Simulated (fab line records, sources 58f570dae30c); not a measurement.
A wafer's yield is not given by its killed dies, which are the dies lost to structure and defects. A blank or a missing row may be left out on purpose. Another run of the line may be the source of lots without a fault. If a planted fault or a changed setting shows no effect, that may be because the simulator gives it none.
A single fault, viewed from 2 desks -- flow berkeley cmos170 -- only its own numbers are on each desk; what lay behind them is given at the end

## DESK OF THE TOOL OWNER: cmp-01
The tool's own readings at UCB170_V1_CMP_02 (polishes SiO2): means of the sampled wafers that have a number, for each lot that ran on this tool. Any lot whose mean is over 4 standard deviations away from the usual mean is out of limits and marked OUT; that distance is given in the brackets.
Columns: A = motor current A at UCB170_V1_CMP_02, usual 16.0 A; B = platen rpm at UCB170_V1_CMP_02, usual 60.00 rpm
lot,first seen here,A,B
L184,day 8 20:02,16.9,59.98
L188,day 8 23:09,15.6,59.96
L186,day 9 00:29,16.1,59.98
L187,day 9 01:49,15.5,59.93
L192,day 10 02:16,16.0,60.03
This desk found nothing out of limits on any of the 5 lots.

## METROLOGY DESK
What the gauges read, lot by lot, whatever tool the lot ran on: means of the sampled wafers that have a number. Any lot whose mean is over 4 standard deviations away from the usual mean is out of limits and marked OUT; that distance is given in the brackets.
Columns: A = CONTACT_OVL at UCB170_CONTACT_OVL_MEAS_16, usual 1 nm; B = V1_POLISHED_THK at UCB170_V1_THK_MEAS_04, usual 1000.1 nm; C = M2_AL_THK at UCB170_M2_THK_MEAS_03, usual 878 nm
lot,first seen here,A,B,C
L183,day 8 14:29,5,1001.2,873
L184,day 8 14:43,-1,1000.6,868
L185,day 8 14:58,6,999.9,876
L188,day 8 19:04,6,1000.2,875
L186,day 8 20:36,-4,999.9,892
L187,day 8 20:46,-4,1354.1 (+99 or more) OUT,-
L191,day 9 20:39,5,1001.8,895
L192,day 9 20:56,-10,1121.1 (+99 or more) OUT,882
L195,day 10 05:13,-2,1000.2,873
L194,day 10 11:45,6,1000.0,867
L199,day 11 09:29,-9,999.4,880
L202,day 12 05:05,2,999.8,874
L201,day 12 11:48,1,1000.0,891
L204,day 12 12:52,2,999.9,886
Finding of this desk: L187, L192 out of limits, first seen on L187 at day 9 02:13 (V1_POLISHED_THK at UCB170_V1_THK_MEAS_04). Within limits: L183, L184, L185, L188, L186, L191, L195, L194, L199, L202, L201, L204.

## ALL TOGETHER
At day 9 02:13 the metrology desk could have sounded an alarm, on L187, L192.
The desk of the tool owner found nothing out of limits.
On record at the tool owner's desk: L187, L192, within its limits.
The lots listed all ran UCB170_V1_CMP_02 on cmp-01.

## WHAT THE SIMULATOR HAD PUT IN
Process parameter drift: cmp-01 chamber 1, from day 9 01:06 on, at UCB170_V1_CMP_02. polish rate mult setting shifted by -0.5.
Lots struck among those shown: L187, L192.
Per desk, hours elapsed from the start of the fault to the first reading out of limits: for the metrology desk, 1.
